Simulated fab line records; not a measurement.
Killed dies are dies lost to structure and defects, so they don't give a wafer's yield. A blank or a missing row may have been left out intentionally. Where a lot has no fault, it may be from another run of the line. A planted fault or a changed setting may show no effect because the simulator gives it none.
8D (eight disciplines) problem report, filled in by code / flow berkeley-cmos170 / the parts of the form that need people (team, actions taken, sign-off) are left out

1. THE ISSUE
Wafers free of any fault read 1 nm (standard deviation 6.2) for PSD_OVL at UCB170_PSD_OVL_MEAS_07, against a mean of 188 nm on 9 wafers of 3 lots. Measured from the usual mean, that is +30 standard deviations.
First observed at day 7 12:56: wafer L205.1, on overlay-02. At this step, 39 wafers from 13 lots have a number in the record. Rule for "out", or "out of limits": more than 4 standard deviations from the usual mean. The rest of the wafers with a number are treated as sound.

2. WHAT IT IS, WHAT IT ISN'T
question=which readings at this step | is=PSD_OVL | is not=-
question=which lots | is=L205, L209, L212 | is not=L203, L204, L206, L207, L208, L219, L220, L221, L222, L223
question=which wafers of those lots | is=all that have a number | is not=-
question=read on which gauges | is=overlay-02 | is not=overlay-01
question=when | is=from day 7 12:56 | is not=up to then (12 sound wafers); but 18 sound wafers of L208, L219, L220, L221, L222, L223 came after

3. WHAT RULES OUT EACH SUSPECT
Counting: any tool at a process step up to the reading is kept as a suspect provided that every lot that is out went through it and no sound lot did after the first of them.
- the gauge at UCB170_PSD_OVL_MEAS_07: kept. All the wafers that are out were read on overlay-02, and no step on other tools shows them out.
- krf-scanner-01 at UCB170_PSD_EXPOSE_03 (exposes mask PSELECT MOD, target cd 1200 nm): kept. All lots that are out passed through it, beginning with L205 at day 7 12:22, and no sound lot followed; its final sound lot before that point was L207 at day 7 11:53.
What counting leaves: krf-scanner-01 at UCB170_PSD_EXPOSE_03 and overlay-02 at UCB170_PSD_OVL_MEAS_07.

4. THE CAUSE (what the simulator had put in)
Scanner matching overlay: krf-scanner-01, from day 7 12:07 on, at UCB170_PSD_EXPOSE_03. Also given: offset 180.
Of the 2 suspects that counting leaves, this tool is one.

5. SEQUENCE OF EFFECTS, ordered by route
Each row: a reading where the mean over the struck wafers with a number is more than 3 standard deviations away from the usual. Only readings whose record carries a usual standard deviation are examined. hours: median over the lots of the time between each lot's start at the first step of this table that gives one and its start at this step. sigmas: the change, counted in usual standard deviations.
hours=0; step=UCB170_PSD_OVL_MEAS_07; reading=PSD_OVL; usual=1 nm; on struck wafers=188; change=+187; sigmas=+30

6. HOW IT WOULD HAVE BEEN CAUGHT EARLIER
In this record the first reading out of limits at a measuring or inspecting step was taken at day 7 12:56, 1 hour after the fault began at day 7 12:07.
Among the 3 lots that are out, L209, L212 began UCB170_PSD_EXPOSE_03 on krf-scanner-01 after day 7 12:56. A hold on the tool at that time would have spared those 2.
